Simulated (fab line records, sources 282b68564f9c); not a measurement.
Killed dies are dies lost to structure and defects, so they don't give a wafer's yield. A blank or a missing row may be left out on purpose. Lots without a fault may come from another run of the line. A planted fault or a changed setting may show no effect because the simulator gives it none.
fab line records | flow rit_cmos
record lots=7 wafers=21 last_day=8
route steps=202 shown GATE@88 REOX@98 NLDD@103 PLDD@114 SPACER@125 M1@202
lots that met no fault: from a run of the same line without faults
start_h: hours from the record's first day to the start of the lot's first wafer shown | wait_h: hours since the lot's step before | " the same as in the row above | L1.1+2: a row that stands for several wafers | - no value, or no start given | * or withheld: withheld | < > ~ a bound
route shown NAME@n: a module of which the file shows steps, and the number in the route of the first | usual: mean/standard deviation of fault-free wafers | same: alike in all rows | chamber/n: place in a boat | sites: the reading at each site | _std_site: their standard deviation | _edge_site: outer sites' mean less inner sites' | radius_mm: how far each site lies from the wafer's centre | mask NAME#n: copy n | behind: the tool/chamber that last shaped the wafer | hold: why the lot was held/for how many hours/how that ended | device: the transistor (n, p or np) that didn't switch | end of line: the same wafers' tests at the end of the route | a step without rows: its recipe alone | killed: dies lost to structure and defects at the first sort, not the wafer's yield | map: a wafer's dies, x killed, . not, _ none there
set.NAME: the setting as run; set.NAME@STEP: as run at that earlier step | model.NAME: the simulator's own value behind a step, which no gauge read
lots at some steps of the route; a table a step, a row a wafer
services: from which hour (start_h, from the record's first day; less than 0 if before it) a tool's chamber was out of use, for how many hours, and why
## steps
# step RIT_GATE_SOFTBAKE_12
# recipe resist=NOVOLAK temp_c=90 time_s=60
# step RIT_GATE_EXPOSE_13
# recipe mask_id=M6 na=0.6 source_shape=conventional sigma_outer=0.6 target_cd_nm=150 dose_mj=380
# step RIT_GATE_PEB_14
# recipe resist=NOVOLAK temp_c=withheld time_s=withheld
# step RIT_GATE_DEVELOP_15
# recipe resist=NOVOLAK develop_time_s=50 dev_temp_c=23
# step RIT_GATE_CD_MEAS_16
# recipe target_cd_nm=150
# usual cd_nm=147/3.2
# columns lot.wafer tool chamber start_h wait_h cd_nm
L274.1 cd_sem-01 - 48.59 - 146
L274.4 " - " " 144
L274.6 " - " " 145
L279.3 cd_sem-02 - 77.84 - 150
L279.4 " - " " 148
L279.5 " - " " 150
L284.3 cd_sem-01 - 97.99 - 154
L284.4 " - " " 152
L284.5 " - " " 154
L287.1 cd_sem-01 - 120.07 - 142
L287.2 " - " " 144
L287.4 " - " " 142
L288.2 cd_sem-01 - 124.57 - 149
L288.3 " - " " 145
L288.4 " - " " 148
L290.3 cd_sem-01 - 133.92 - 147
L290.4 " - " " 148
L290.6 " - " " 148
L295.2 cd_sem-01 - 163.65 - 150
L295.3 " - " " 151
L295.5 " - " " 148
# step RIT_GATE_OVL_MEAS_17
# usual GATE_OVL=0.1/1.5
# columns lot.wafer tool chamber start_h wait_h GATE_OVL[nm]
L274.1 overlay-01 - 48.71 0.1 4.1
L274.4 " - " " 3.9
L274.6 " - " " 1.0
L279.3 overlay-01 - 77.93 0.1 -0.1
L279.4 " - " " -1.6
L279.5 " - " " -0.9
L284.3 overlay-02 - 98.08 0.1 1.7
L284.4 " - " " 0.4
L284.5 " - " " -0.7
L287.1 overlay-02 - 120.19 0.1 1.9
L287.2 " - " " -0.4
L287.4 " - " " 1.7
L288.2 overlay-01 - 124.68 0.1 0.5
L288.3 " - " " -0.4
L288.4 " - " " 2.2
L290.3 overlay-02 - 134.01 0.1 1.2
L290.4 " - " " -1.0
L290.6 " - " " 0.0
L295.2 overlay-01 - 163.76 0.1 2.1
L295.3 " - " " 1.6
L295.5 " - " " 0.1
# step RIT_GATE_HARDBAKE_18
# recipe resist=NOVOLAK temp_c=140 time_s=60
# step RIT_GATE_ETCH_19
# recipe chemistry=SF6/CHF3/O2 time_s=165 SF6_flow_sccm=30 CHF3_flow_sccm=30 O2_flow_sccm=5 target=poly-Si pressure_mtorr=40 rf_w=160 target_depth_a=3125 over_etch_frac=0.25 stop_on=SiO2
# usual O2_flow_sccm=5.002/0.016 drypump_motor_current_A=5.50/0.23 oes_product_au=0.844/0.015 throttle_valve_pct=10.29/0.17
# columns lot.wafer tool chamber start_h wait_h O2_flow_sccm drypump_motor_current_A oes_product_au rf_hours_counter_h throttle_valve_pct
L274.1 rie_si-02 1 48.89 0.1 5.040 5.36 0.826 58 10.22
L274.4 " 3 " " 5.013 5.65 0.829 67 10.39
L274.6 " 1 " " 5.025 5.38 0.819 - 10.23
L279.3 rie_si-01 0 78.21 0.1 4.983 5.27 0.854 3 10.37
L279.4 " 3 " " 5.010 5.75 0.844 - 9.94
L279.5 " 1 " " 4.988 5.71 0.864 - 10.43
L284.3 rie_si-02 1 98.26 0.1 4.999 5.38 0.848 58 10.25
L284.4 " 3 " " 5.012 5.63 0.840 68 10.41
L284.5 " 0 " " 4.987 5.06 0.835 - 10.24
L287.1 rie_si-01 0 120.38 0.1 4.983 5.29 0.853 3 10.38
L287.2 " 1 " " 5.012 5.71 0.859 103 10.44
L287.4 " 3 " " 4.999 5.72 0.858 126 9.95
L288.2 rie_si-02 1 124.86 0.1 4.987 5.36 0.831 58 10.23
L288.3 " 3 " " 5.018 5.64 0.845 68 10.39
L288.4 " 2 " " 4.973 5.61 0.837 72 10.42
L290.3 rie_si-02 2 134.18 0.1 5.012 5.62 0.829 72 10.41
L290.4 " 3 " " 4.998 5.60 0.837 68 10.40
L290.6 " 1 " " 4.987 5.38 0.835 - 10.23
L295.2 rie_si-01 3 163.94 0.1 5.016 5.74 0.845 126 9.93
L295.3 " 0 " " 5.014 5.31 0.853 4 10.37
L295.5 " 3 " " 5.016 5.74 0.851 - 9.94
# step RIT_GATE_STRIP_20
# recipe chemistry=O2 time_s=180 resist=NOVOLAK platen_temp_c=withheld power_w=500 pressure_mtorr=4000 o2_flow_sccm=4176
# usual drypump_motor_current_A=5.9/0.4
# columns lot.wafer tool chamber start_h wait_h drypump_motor_current_A rf_hours_counter_h
L274.1 plasma_asher-03 0 49.00 0.1 6.0 41
L274.4 " 1 " " 5.7 -
L274.6 " 0 " " 6.0 -
L279.3 plasma_asher-03 1 78.38 0.1 5.7 -
L279.4 " 0 " " 6.0 -
L279.5 " 1 " " 5.7 -
L284.3 plasma_asher-03 0 98.42 0.1 6.1 -
L284.4 " 1 " " 5.7 -
L284.5 " 1 " " 5.7 -
L287.1 plasma_asher-04 0 120.49 0.1 5.8 0
L287.2 " 1 " " 6.5 0
L287.4 " 0 " " 5.8 -
L288.2 plasma_asher-03 0 124.97 0.1 6.1 49
L288.3 " 0 " " 6.0 -
L288.4 " 1 " " 5.6 -
L290.3 plasma_asher-04 1 134.35 0.1 6.4 -
L290.4 " 0 " " 5.8 -
L290.6 " 0 " " 5.8 -
L295.2 plasma_asher-03 0 164.05 0.1 6.1 52
L295.3 " 1 " " 5.7 -
L295.5 " 1 " " 5.7 -
# step RIT_GATE_CD_MEAS_90
# recipe target_cd_nm=150
# usual cd_nm=147/3.2
# columns lot.wafer tool chamber start_h wait_h cd_nm
L274.1 cd_sem-02 - 49.18 0.1 146
L274.4 " - " " 144
L274.6 " - " " 146
L279.3 cd_sem-02 - 78.53 0.1 150
L279.4 " - " " 148
L279.5 " - " " 150
L284.3 cd_sem-02 - 98.58 0.1 154
L284.4 " - " " 153
L284.5 " - " " 154
L287.1 cd_sem-02 - 120.66 0.1 142
L287.2 " - " " 145
L287.4 " - " " 142
L288.2 cd_sem-01 - 125.16 0.1 149
L288.3 " - " " 144
L288.4 " - " " 149
L290.3 cd_sem-02 - 134.51 0.1 146
L290.4 " - " " 148
L290.6 " - " " 147
L295.2 cd_sem-02 - 164.24 0.1 150
L295.3 " - " " 151
L295.5 " - " " 148
# step RIT_REOX_CLEAN_00
# recipe chemistry=SC1 mix=3:3:50 time_s=600 temp_c=75
# step RIT_REOX_CLEAN_01
# recipe chemistry=dHF dilution=50:1 time_s=30
# step RIT_REOX_CLEAN_02
# recipe chemistry=SC2 mix=3:3:50 time_s=600 temp_c=75 dry=n2_spin
# columns lot.wafer tool chamber start_h wait_h
L274.1+4+6 wet_bench-02 2 49.49 0.0
L279.3+4+5 wet_bench-04 0 78.82 0.0
L284.3+4+5 wet_bench-04 2 98.86 0.0
L287.1+2+4 wet_bench-04 1 120.99 0.0
L288.2+3+4 wet_bench-04 2 125.45 0.0
L290.3+4+6 wet_bench-04 1 134.78 0.0
L295.2+3+5 wet_bench-01 2 164.55 0.0
# step RIT_REOX_OXIDATION_03
# recipe temp_c=900 ambient=O2 target_thk_a=252 ox_time_s=5580
# step RIT_REOX_THK_MEAS_04
# recipe reads=SiO2_of_REOX_OXIDATION_03
# usual REOX_OXIDE_THK=25.2/0.51
# columns lot.wafer tool chamber start_h wait_h REOX_OXIDE_THK[nm]
L274.1 film_metro-04 - 54.25 0.0 24.7
L274.4 " - " " 25.2
L274.6 " - " " 24.6
L279.3 film_metro-02 - 81.58 0.0 25.2
L279.4 " - " " 25.6
L279.5 " - " " 25.4
L284.3 film_metro-04 - 102.47 0.0 25.0
L284.4 " - " " 24.6
L284.5 " - " " 24.7
L287.1 film_metro-04 - 125.55 0.0 24.7
L287.2 " - " " 24.7
L287.4 " - " " 24.9
L288.2 film_metro-04 - 128.19 0.0 25.4
L288.3 " - " " 25.4
L288.4 " - " " 25.7
L290.3 film_metro-03 - 138.22 0.0 25.6
L290.4 " - " " 25.5
L290.6 " - " " 25.4
L295.2 film_metro-04 - 171.14 0.0 25.4
L295.3 " - " " 25.0
L295.5 " - " " 25.6
# step RIT_NLDD_HMDS_00
# recipe prime_time_s=60 prime_temp_c=140
# step RIT_NLDD_COAT_01
# recipe resist=NOVOLAK spin_rpm=3303 resist_thk_nm=1000
# step RIT_NLDD_SOFTBAKE_02
# recipe resist=NOVOLAK temp_c=90 time_s=60
# step RIT_NLDD_EXPOSE_03
# recipe mask_id=M7 na=0.57 target_cd_nm=40700 dose_mj=250
# step RIT_NLDD_PEB_04
# recipe resist=NOVOLAK temp_c=withheld time_s=withheld
# step RIT_NLDD_DEVELOP_05
# recipe resist=NOVOLAK develop_time_s=50 dev_temp_c=23
# step RIT_NLDD_OVL_MEAS_06
# usual NLDD_OVL=1.1/1.3
# columns lot.wafer tool chamber start_h wait_h NLDD_OVL[nm]
L274.1 overlay-01 - 55.22 - 1.0
L274.4 " - " " 1.2
L274.6 " - " " 1.4
L279.3 overlay-02 - 82.48 - 2.1
L279.4 " - " " 1.0
L279.5 " - " " 0.7
L284.3 overlay-01 - 103.37 - -0.7
L284.4 " - " " 0.7
L284.5 " - " " -0.8
L287.1 overlay-02 - 126.58 - 0.9
L287.2 " - " " 0.8
L287.4 " - " " 2.3
L288.2 overlay-01 - 129.22 - 1.4
L288.3 " - " " 2.9
L288.4 " - " " 2.0
L290.3 overlay-02 - 139.30 - 1.9
L290.4 " - " " 3.4
L290.6 " - " " 2.4
L295.2 overlay-01 - 172.09 - 1.1
L295.3 " - " " 1.7
L295.5 " - " " 1.2
# step RIT_NLDD_HARDBAKE_07
# recipe resist=NOVOLAK temp_c=140 time_s=60
# step RIT_NLDD_IMPLANT_08
# recipe species=P energy_kev=20 dose_cm2=5e+14 tilt_deg=7
# step RIT_NLDD_STRIP_09
# recipe chemistry=O2 time_s=180 resist=NOVOLAK platen_temp_c=withheld power_w=500 pressure_mtorr=4000 o2_flow_sccm=4000
# usual drypump_motor_current_A=5.6/0.5
# columns lot.wafer tool chamber start_h wait_h drypump_motor_current_A rf_hours_counter_h
L274.1 plasma_asher-02 0 55.56 0.1 6.4 26
L274.4 " 1 " " 5.1 -
L274.6 " 0 " " 6.4 -
L279.3 plasma_asher-01 0 82.87 0.1 5.1 -
L279.4 " 1 " " 5.2 -
L279.5 " 1 " " 5.1 -
L284.3 plasma_asher-03 0 103.75 0.1 6.0 -
L284.4 " 1 " " 5.7 -
L284.5 " 0 " " 6.0 -
L287.1 plasma_asher-01 1 126.92 0.1 5.2 48
L287.2 " 0 " " 5.1 48
L287.4 " 1 " " 5.2 -
L288.2 plasma_asher-01 0 129.55 0.1 5.1 48
L288.3 " 1 " " 5.2 -
L288.4 " 0 " " 5.1 -
L290.3 plasma_asher-03 1 139.74 0.1 5.7 -
L290.4 " 0 " " 6.1 -
L290.6 " 1 " " 5.6 -
L295.2 plasma_asher-02 1 172.49 0.1 5.1 38
L295.3 " 0 " " 6.5 -
L295.5 " 0 " " 6.5 -
# step RIT_NLDD_TW_MEAS_10
# usual NLDD_TW=2488/18
# columns lot.wafer tool chamber start_h wait_h NLDD_TW
L274.1 film_metro-01 - 55.73 0.1 2459
L274.4 " - " " 2467
L274.6 " - " " 2471
L279.3 film_metro-01 - 83.00 0.1 2462
L279.4 " - " " 2467
L279.5 " - " " 2464
L284.3 film_metro-03 - 103.89 0.1 2495
L284.4 " - " " 2500
L284.5 " - " " 2492
L287.1 film_metro-01 - 127.10 0.1 2479
L287.2 " - " " 2492
L287.4 " - " " 2488
L288.2 film_metro-01 - 129.73 0.1 2488
L288.3 " - " " 2495
L288.4 " - " " 2481
L290.3 film_metro-01 - 139.88 0.1 2495
L290.4 " - " " 2479
L290.6 " - " " 2493
L295.2 film_metro-02 - 172.67 0.1 2510
L295.3 " - " " 2532
L295.5 " - " " 2522
# step RIT_PLDD_HMDS_00
# recipe prime_time_s=60 prime_temp_c=140
# step RIT_PLDD_COAT_01
# recipe resist=NOVOLAK spin_rpm=3250 resist_thk_nm=1000
# step RIT_PLDD_SOFTBAKE_02
# recipe resist=NOVOLAK temp_c=90 time_s=60
# step RIT_PLDD_EXPOSE_03
# recipe mask_id=M8 na=0.57 target_cd_nm=40900 dose_mj=250
# step RIT_PLDD_PEB_04
# recipe resist=NOVOLAK temp_c=withheld time_s=withheld
# step RIT_PLDD_DEVELOP_05
# recipe resist=NOVOLAK develop_time_s=50 dev_temp_c=23
# step RIT_PLDD_OVL_MEAS_06
# usual PLDD_OVL=0.8/1.4
# columns lot.wafer tool chamber start_h wait_h PLDD_OVL[nm]
L274.1 overlay-01 - 56.77 - 0.7
L274.4 " - " " 0.8
L274.6 " - " " 2.1
L279.3 overlay-02 - 83.90 - -1.8
L279.4 " - " " -0.8
L279.5 " - " " -1.5
L284.3 overlay-02 - 104.79 - -0.2
L284.4 " - " " 1.0
L284.5 " - " " -0.6
L287.1 overlay-02 - 128.01 - 2.3
L287.2 " - " " 3.5
L287.4 " - " " 2.0
L288.2 overlay-01 - 130.64 - -0.5
L288.3 " - " " 2.3
L288.4 " - " " 0.5
L290.3 overlay-02 - 140.90 - 0.6
L290.4 " - " " -1.5
L290.6 " - " " -0.8
L295.2 overlay-01 - 173.58 - 0.3
L295.3 " - " " 0.3
L295.5 " - " " 0.2
# step RIT_PLDD_HARDBAKE_07
# recipe resist=NOVOLAK temp_c=140 time_s=60
# step RIT_PLDD_IMPLANT_08
# recipe species=BF2 energy_kev=20 dose_cm2=9.064e+14 tilt_deg=7
# step RIT_PLDD_STRIP_09
# recipe chemistry=O2 time_s=180 resist=NOVOLAK platen_temp_c=withheld power_w=500 pressure_mtorr=4000 o2_flow_sccm=4000
# usual drypump_motor_current_A=5.8/0.61
# columns lot.wafer tool chamber start_h wait_h drypump_motor_current_A rf_hours_counter_h
L274.1 plasma_asher-02 1 57.10 0.1 5.1 27
L274.4 " 1 " " 5.1 -
L274.6 " 1 " " 5.1 -
L279.3 plasma_asher-04 1 84.29 0.1 6.4 -
L279.4 " 0 " " 5.8 -
L279.5 " 0 " " 5.8 -
L284.3 plasma_asher-02 0 105.17 0.1 6.5 -
L284.4 " 1 " " 5.1 -
L284.5 " 1 " " 5.1 -
L287.1 plasma_asher-04 0 128.34 0.1 5.8 1
L287.2 " 1 " " 6.5 1
L287.4 " 0 " " 5.8 -
L288.2 plasma_asher-04 1 130.97 0.1 6.4 1
L288.3 " 0 " " 5.8 -
L288.4 " 1 " " 6.4 -
L290.3 plasma_asher-02 1 141.29 0.1 5.1 -
L290.4 " 0 " " 6.5 -
L290.6 " 1 " " 5.1 -
L295.2 plasma_asher-02 1 173.91 0.1 5.1 38
L295.3 " 1 " " 5.1 -
L295.5 " 0 " " 6.5 -
# step RIT_PLDD_TW_MEAS_10
# usual PLDD_TW=2352/20
# columns lot.wafer tool chamber start_h wait_h PLDD_TW
L274.1 film_metro-02 - 57.28 0.1 2376
L274.4 " - " " 2352
L274.6 " - " " 2354
L279.3 film_metro-02 - 84.42 0.1 2368
L279.4 " - " " 2380
L279.5 " - " " 2371
L284.3 film_metro-01 - 105.31 0.1 2323
L284.4 " - " " 2318
L284.5 " - " " 2320
L287.1 film_metro-03 - 128.52 0.1 2352
L287.2 " - " " 2343
L287.4 " - " " 2351
L288.2 film_metro-03 - 131.16 0.1 2346
L288.3 " - " " 2345
L288.4 " - " " 2335
L290.3 film_metro-01 - 141.42 0.1 2346
L290.4 " - " " 2363
L290.6 " - " " 2342
L295.2 film_metro-02 - 174.10 0.1 2377
L295.3 " - " " 2391
L295.5 " - " " 2375
# step RIT_SPACER_CLEAN_00
# recipe chemistry=SC1 mix=3:3:50 time_s=600 temp_c=75
# step RIT_SPACER_CLEAN_01
# recipe chemistry=dHF dilution=50:1 time_s=30
# step RIT_SPACER_CLEAN_02
# recipe chemistry=SC2 mix=3:3:50 time_s=600 temp_c=75 dry=n2_spin
# step RIT_SPACER_CVD_03
# recipe material=Si3N4 target_thk_nm=250 temp_c=810 precursor=SiH2Cl2/NH3 time_s=3300 pressure_mtorr=300 sih2cl2_flow_sccm=60 nh3_flow_sccm=150
# step RIT_SPACER_THK_MEAS_04
# recipe reads=Si3N4_of_SPACER_CVD_03
# usual SPACER_NITRIDE_THK=250.3/2.8
# columns lot.wafer tool chamber start_h wait_h SPACER_NITRIDE_THK[nm]
L274.1 film_metro-01 - 62.38 0.0 245.6
L274.4 " - " " 248.6
L274.6 " - " " 247.1
L279.3 film_metro-01 - 87.87 0.0 250.4
L279.4 " - " " 248.1
L279.5 " - " " 250.1
L284.3 film_metro-04 - 107.65 0.0 250.3
L284.4 " - " " 249.8
L284.5 " - " " 247.4
L287.1 film_metro-01 - 130.88 0.0 249.8
L287.2 " - " " 249.8
L287.4 " - " " 249.5
L288.2 film_metro-04 - 133.50 0.0 248.6
L288.3 " - " " 250.2
L288.4 " - " " 250.4
L290.3 film_metro-04 - 143.78 0.0 255.9
L290.4 " - " " 254.2
L290.6 " - " " 255.8
L295.2 film_metro-04 - 176.44 0.0 250.5
L295.3 " - " " 247.0
L295.5 " - " " 248.0
# step RIT_M1_PROBE_99
# usual killed_at_contacts=0.1/0.23 killed_at_front_end=7/3 killed_dies=7/3 killed_on_rim=2.0/1.2 killed_open=3.3/2.1 killed_short=3.7/1.9
# same gross_dies=264 killed_at_M0_to_M3=0 killed_at_M4_up=0 killed_at_back_side=0 killed_at_other=0
# columns lot.wafer tool chamber start_h wait_h killed_at_contacts killed_at_front_end killed_dies killed_on_rim killed_open killed_short model.etest.diode_nwell_sub.leak_log10_a_cm2
L274.1 prober-02 - 73.64 0.1 0 5 5 1 2 3 -7.312
L274.4 prober-02 - 73.79 0.2 0 7 7 2 3 4 -7.368
L274.6 prober-02 - 73.89 0.2 0 6 6 3 5 1 -7.331
L279.3 prober-01 - 99.40 0.2 0 5 5 1 4 1 -7.059
L279.4 prober-01 - 99.45 0.2 0 10 10 4 3 7 -7.394
L279.5 prober-01 - 99.50 0.2 0 9 9 3 4 5 -7.493
L284.3 prober-02 - 119.78 0.2 0 7 7 1 4 3 -7.542
L284.4 prober-02 - 119.83 0.2 0 8 8 1 3 5 -7.578
L284.5 prober-02 - 119.88 0.2 1 5 6 1 1 5 -7.342
L287.1 prober-01 - 142.06 0.1 0 10 10 2 4 6 -6.654
L287.2 prober-01 - 142.11 0.1 0 11 11 2 3 8 -6.64
L287.4 prober-01 - 142.21 0.2 0 10 10 1 2 8 -6.832
L288.2 prober-02 - 144.69 0.1 0 6 6 4 4 2 -6.945
L288.3 prober-02 - 144.74 0.2 0 7 7 2 7 0 -6.874
L288.4 prober-02 - 144.79 0.2 0 4 4 2 2 2 -6.714
L290.3 prober-02 - 154.89 0.2 0 5 5 1 1 4 -6.7
L290.4 prober-02 - 154.94 0.2 0 7 7 2 4 3 -6.721
L290.6 prober-02 - 155.04 0.2 0 3 3 1 2 1 -6.835
L295.2 prober-01 - 187.35 0.1 1 8 9 3 3 6 -7.265
L295.3 prober-01 - 187.40 0.2 0 6 6 1 2 4 -7.733
L295.5 prober-01 - 187.50 0.2 0 12 12 4 6 6 -7.732
# killed by level:class
L274.1 SPACER:geometric_particle:short=2 FOX1:geometric_particle:short=1 GATE:geometric_particle:open=1 SILICIDE:geometric_particle:open=1
L274.4 GATE:geometric_particle:short=2 GATE:geometric_particle:open=2 SPACER:geometric_particle:open=1 SPACER:geometric_particle:short=1 SILICIDE:geometric_particle:short=1
L274.6 GATE:geometric_particle:open=2 SPACER:geometric_particle:open=2 GATE:geometric_particle:short=1 SILICIDE:geometric_particle:open=1
L279.3 GATE:geometric_particle:open=3 FOX2:geometric_particle:short=1 REOX:geometric_particle:open=1
L279.4 GATE:geometric_particle:short=3 FOX1:geometric_particle:open=1 FOX1:geometric_particle:short=1 FOX2:geometric_particle:short=1 GATE:geometric_particle:open=1 REOX:geometric_particle:open=1 SPACER:geometric_particle:short=1 SILICIDE:geometric_particle:short=1
L279.5 GATE:geometric_particle:short=3 GATE:geometric_particle:open=2 FOX1:geometric_particle:open=1 SPACER:geometric_particle:short=1 SILICIDE:geometric_particle:open=1 SILICIDE:geometric_particle:short=1
L284.3 GATE:geometric_particle:short=2 REOX:geometric_particle:open=2 FOX1:geometric_particle:open=1 GATE:geometric_particle:open=1 SILICIDE:geometric_particle:short=1
L284.4 FOX1:geometric_particle:short=2 REOX:geometric_particle:short=2 SPACER:geometric_particle:open=2 REOX:geometric_particle:open=1 SPACER:geometric_particle:short=1
L284.5 SILICIDE:geometric_particle:short=3 FOX1:geometric_particle:short=1 REOX:geometric_particle:open=1 CONTACT:geometric_particle:short=1
L287.1 GATE:geometric_particle:open=2 GATE:geometric_particle:short=2 FOX1:geometric_particle:short=1 FOX2:geometric_particle:open=1 REOX:geometric_particle:open=1 REOX:geometric_particle:short=1 SPACER:geometric_particle:short=1 SILICIDE:geometric_particle:short=1
L287.2 GATE:geometric_particle:short=4 FOX2:geometric_particle:short=2 FOX1:geometric_particle:short=1 GATE:geometric_particle:open=1 SPACER:geometric_particle:open=1 SILICIDE:geometric_particle:short=1 SILICIDE:geometric_particle:open=1
L287.4 GATE:geometric_particle:short=3 SILICIDE:geometric_particle:short=2 FOX1:geometric_particle:short=1 FOX1:geometric_particle:open=1 FOX2:geometric_particle:short=1 GATE:geometric_particle:open=1 REOX:geometric_particle:short=1
L288.2 GATE:geometric_particle:open=2 SPACER:geometric_particle:open=2 GATE:geometric_particle:short=1 REOX:geometric_particle:short=1
L288.3 GATE:geometric_particle:open=3 FOX2:geometric_particle:open=2 FOX1:geometric_particle:open=1 SILICIDE:geometric_particle:open=1
L288.4 GATE:geometric_particle:open=2 SPACER:geometric_particle:short=2
L290.3 GATE:geometric_particle:short=3 REOX:geometric_particle:short=1 REOX:geometric_particle:open=1
L290.4 FOX1:geometric_particle:open=3 GATE:geometric_particle:short=2 SILICIDE:geometric_particle:short=1 SILICIDE:geometric_particle:open=1
L290.6 FOX1:geometric_particle:open=1 GATE:geometric_particle:open=1 REOX:geometric_particle:short=1
L295.2 GATE:geometric_particle:short=3 SILICIDE:geometric_particle:short=2 REOX:geometric_particle:short=1 REOX:geometric_particle:open=1 SPACER:geometric_particle:open=1 CONTACT:geometric_particle:open=1
L295.3 SILICIDE:geometric_particle:short=2 GATE:geometric_particle:short=1 GATE:geometric_particle:open=1 SPACER:geometric_particle:open=1 SPACER:geometric_particle:short=1
L295.5 FOX1:geometric_particle:short=3 GATE:geometric_particle:open=3 REOX:geometric_particle:short=2 SPACER:geometric_particle:open=2 GATE:geometric_particle:short=1 REOX:geometric_particle:open=1
## services
# columns tool chamber start_h hours kind
rie_si-01 2 59.48 - clean
rie_si-01 2 59.48 19.1 scheduled_down
rie_si-01 2 59.48 19.1 vent_cycle
plasma_asher-01 - 74.82 4.1 repair
plasma_asher-04 - 108.75 9.0 pm
plasma_asher-04 0 108.75 9.0 vent_cycle
plasma_asher-04 1 108.75 9.0 vent_cycle
plasma_asher-02 - 114.45 7.6 repair
plasma_asher-04 0 117.75 - clean
plasma_asher-04 1 117.75 - clean
wet_bench-02 - 118.83 8.3 repair
rie_si-02 1 141.13 16.2 repair
rie_si-02 3 165.17 6.4 repair
## key
first_sign none at tools or gauges
model_effect step=RIT_M1_PROBE_99 value=etest.diode_nwell_sub.leak_log10_a_cm2 without=-7.531 struck=-6.768
met_at RIT_REOX_CLEAN_02
struck_wafers L287.1,L287.2,L287.4,L288.2,L288.3,L288.4,L290.3,L290.4,L290.6
tester_left_out L287,L288,L290
onset_between 98.86 120.99
fault kind=metallic_contamination_source tool=wet_bench-04 chamber=- onset_h=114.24 steps=RIT_REOX_CLEAN_02 rate_cm2_per_visit=1e+12 species=metal_cu_cm2
# tester_left_out: of these lots the tester's yield and bins aren't shown, on N5 and GAA mostly nor the transistor test; their killed dies are dies lost to structure and defects alone, not to doping, threshold or leakage, so they don't give the yield
